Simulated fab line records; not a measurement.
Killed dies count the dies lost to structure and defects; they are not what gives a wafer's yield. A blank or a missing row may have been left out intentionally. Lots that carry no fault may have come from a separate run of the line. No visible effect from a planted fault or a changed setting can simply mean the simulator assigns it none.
Split-lot trial    flow berkeleyCmos170    on a route of 331 steps: 5 lots, 23 wafers read

== ON THE SPLIT ==
At UCB170_SACOX_OXIDATION_01 (target thk 14.4 nm, ox time 2400 s), the setting tempC was moved away from the recipe's 900 C on 15 of the 23 wafers read, by -2.1% to +1.7%. The other wafers ran this setting at the recipe's value.

There is no step in the file separating the split from the reading.

== THE READING ==
SACOX_OXIDE_THK at UCB170_SACOX_THK_MEAS_02, in nm. Typical for fault-free wafers on this fab line: 14.41 nm, with standard deviation 0.25 nm.

wafer   tool, chamber at the split  tempC as run, C  against the recipe  SACOX_OXIDE_THK, nm  against lot-mates on the recipe
L077.1  -, -                        883.2            -1.9%               12.38                no lot-mate on the recipe
L077.3  -, -                        883.2            -1.9%               12.40                no lot-mate on the recipe
L077.4  -, -                        883.2            -1.9%               12.19                no lot-mate on the recipe
L077.5  -, -                        883.2            -1.9%               12.24                no lot-mate on the recipe
L077.6  -, -                        883.2            -1.9%               12.32                no lot-mate on the recipe
L079.1  -, -                        880.8            -2.1%               11.67                no lot-mate on the recipe
L079.3  -, -                        880.8            -2.1%               11.79                no lot-mate on the recipe
L079.4  -, -                        880.8            -2.1%               11.82                no lot-mate on the recipe
L079.5  -, -                        880.8            -2.1%               12.03                no lot-mate on the recipe
L079.6  -, -                        880.8            -2.1%               11.93                no lot-mate on the recipe
L080.1  furnace-02, 0               900              recipe              14.68                -
L080.3  furnace-02, 0               900              recipe              14.55                -
L080.6  furnace-02, 0               900              recipe              14.42                -
L084.1  -, -                        915.7            +1.7%               17.07                no lot-mate on the recipe
L084.2  -, -                        915.7            +1.7%               16.92                no lot-mate on the recipe
L084.3  -, -                        915.7            +1.7%               16.99                no lot-mate on the recipe
L084.5  -, -                        915.7            +1.7%               16.84                no lot-mate on the recipe
L084.6  -, -                        915.7            +1.7%               16.75                no lot-mate on the recipe
L085.1  -, -                        900              recipe              14.40                -
L085.2  -, -                        900              recipe              14.31                -
L085.4  -, -                        900              recipe              13.95                -
L085.5  -, -                        900              recipe              14.43                -
L085.6  -, -                        900              recipe              14.24                -

FIT RESULTS
A straight line over all 23 wafers: SACOX_OXIDE_THK changes by +1.27 nm for each +1% of tempC; r = +0.99; the points scatter about the line by 0.21 nm.
Too few moved wafers have a lot-mate on the recipe to fit a line with each lot's own level taken away.

== THE WHOLE CHAIN: every reading that the file lists as answering this split, in the file's order ==
step                       what it does                        reading                                                                            change (the file's fit)               r (the file's)
UCB170_SACOX_OXIDATION_01  target thk 14.4 nm, ox time 2400 s  SiO2_of_SACOX_OXIDATION_01.thkNm (the simulator's own value, which no gauge read)  +1.26 nm for each +1% of the setting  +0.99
UCB170_SACOX_THK_MEAS_02                                       SACOX_OXIDE_THK                                                                    +1.27 for each +1% of the setting     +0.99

== FILE'S OWN FIT ==
SACOX_OXIDE_THK changes by +1.27 nm for each +1% of tempC, r = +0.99.
